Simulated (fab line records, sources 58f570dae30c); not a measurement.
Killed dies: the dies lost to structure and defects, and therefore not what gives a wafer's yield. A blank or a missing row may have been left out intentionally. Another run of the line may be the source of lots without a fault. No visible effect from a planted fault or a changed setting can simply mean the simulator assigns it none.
8D (eight disciplines) problem report, filled in by code || flow berkeleyCmos170 || the parts of the form that need people (team, actions taken, sign-off) are left out

== 1. PROBLEM STATEMENT ==
PLDD_TW at UCB170_PLDD_TW_MEAS_11 reads a mean of 1141 on 6 wafers of 2 lots; wafers without a fault read 1015 with a standard deviation of 4.6. Relative to the usual mean, that is a shift of +27 standard deviations.
The first sign was on wafer L836.1 at day 11 15:10, on filmMetro-01. The record has a number at this step for 42 wafers belonging to 14 lots. By rule, "out" or "out of limits" means more than 4 standard deviations away from the usual mean. The other wafers with a number count as sound.

== 2. WHAT IT IS; WHAT IT IS NOT ==
{"question": "which readings at this step", "is": "PLDD_TW", "is not": "-"}
{"question": "which lots", "is": "L836, L839", "is not": "L822, L823, L824, L826, L828, L829, L830, L831, L841, L842, L843, L844"}
{"question": "which wafers of those lots", "is": "all that have a number", "is not": "-"}
{"question": "read on which gauges", "is": "filmMetro-01", "is not": "filmMetro-03, filmMetro-04"}
{"question": "when", "is": "from day 11 15:10", "is not": "up to then (24 sound wafers); but 12 sound wafers of L841, L842, L843, L844 came after"}

== 3. WHAT RULES OUT EACH SUSPECT ==
Counting: a tool stays on the suspect list if, at a process step up to the reading, it processed all lots that are out and no sound lot following the first of them.
- the gauge at UCB170_PLDD_TW_MEAS_11 has been ruled out. All the wafers that are out were read on filmMetro-01, but those of them that UCB170_PLDD_IMPLANT_09 has rows for are out there too, on other tools.
- plasmaAsher-04 at UCB170_PFIELD_STRIP_08 (strips in O2): kept. It processed each lot that is out, first L836 at day 8 01:30, and no sound lot thereafter; up to then, the last sound lot it processed was L829 at day 6 23:13.
- implanter-04 at UCB170_PLDD_IMPLANT_09: kept. It processed each lot that is out, first L836 at day 11 14:55, and no sound lot thereafter; up to then, the last sound lot it processed was L829 at day 9 18:50. Its own beamOnS, doseIonsCm2 readings are out on those wafers.
Remaining after the count are plasmaAsher-04 at UCB170_PFIELD_STRIP_08 and implanter-04 at UCB170_PLDD_IMPLANT_09.

== 4. THE CAUSE (what the simulator had put in) ==
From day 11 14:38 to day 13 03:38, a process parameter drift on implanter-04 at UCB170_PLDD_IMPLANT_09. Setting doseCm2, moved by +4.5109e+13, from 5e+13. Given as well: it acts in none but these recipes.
After counting, 2 suspects remain, this tool included.

== 5. SEQUENCE OF EFFECTS, ordered by route ==
Rows list readings where the struck wafers' mean (over those with a number) sits beyond 3 standard deviations from the usual. Scope: only readings with a usual standard deviation given in the record; hours: median across lots of the time from each lot's start at the first step in this table that gives one to its start at this step; sigmas: change in usual standard deviations.
{"hours": 0, "step": "UCB170_PLDD_IMPLANT_09", "reading": "beamOnS", "usual": "9.99 s", "on struck wafers": 17.59, "change": "+7.60", "sigmas": "+36"}
{"hours": 0, "step": "UCB170_PLDD_IMPLANT_09", "reading": "doseIonsCm2", "usual": 5e+13, "on struck wafers": 1e+14, "change": "+5e+13", "sigmas": "+99 or more"}
{"hours": 0, "step": "UCB170_PLDD_IMPLANT_09", "reading": "faradayCurrentUA", "usual": 159, "on struck wafers": 171, "change": "+12", "sigmas": "+3.9"}
{"hours": 0, "step": "UCB170_PLDD_TW_MEAS_11", "reading": "PLDD_TW", "usual": 1015, "on struck wafers": 1141, "change": "+126", "sigmas": "+27"}
{"hours": 13, "step": "UCB170_SDANNEAL_RS_MEAS_04", "reading": "PLDD_RS", "usual": "1031.6 ohm/sq", "on struck wafers": 774.2, "change": -257.4, "sigmas": -86}
Its process steps:
- UCB170_PLDD_IMPLANT_09
Later steps that measure or inspect, where all struck wafers having a row at the step show a number for every such reading and not one has moved that far: UCB170_NLDD_OVL_MEAS_07.

== 6. HOW IT WOULD HAVE BEEN CAUGHT EARLIER ==
In this record the first reading out of limits at a measuring or inspecting step was taken at day 11 15:10, 1 hour after the fault began at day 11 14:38.
The tool's own readings at UCB170_PLDD_IMPLANT_09 were out on every struck wafer that the step has a row for (beamOnS, doseIonsCm2): an alarm limit on them would have fired on the first of those.
Among the 2 lots that are out, L839 began UCB170_PLDD_IMPLANT_09 on implanter-04 after day 11 15:10. Putting the tool on hold at that point would have spared it.
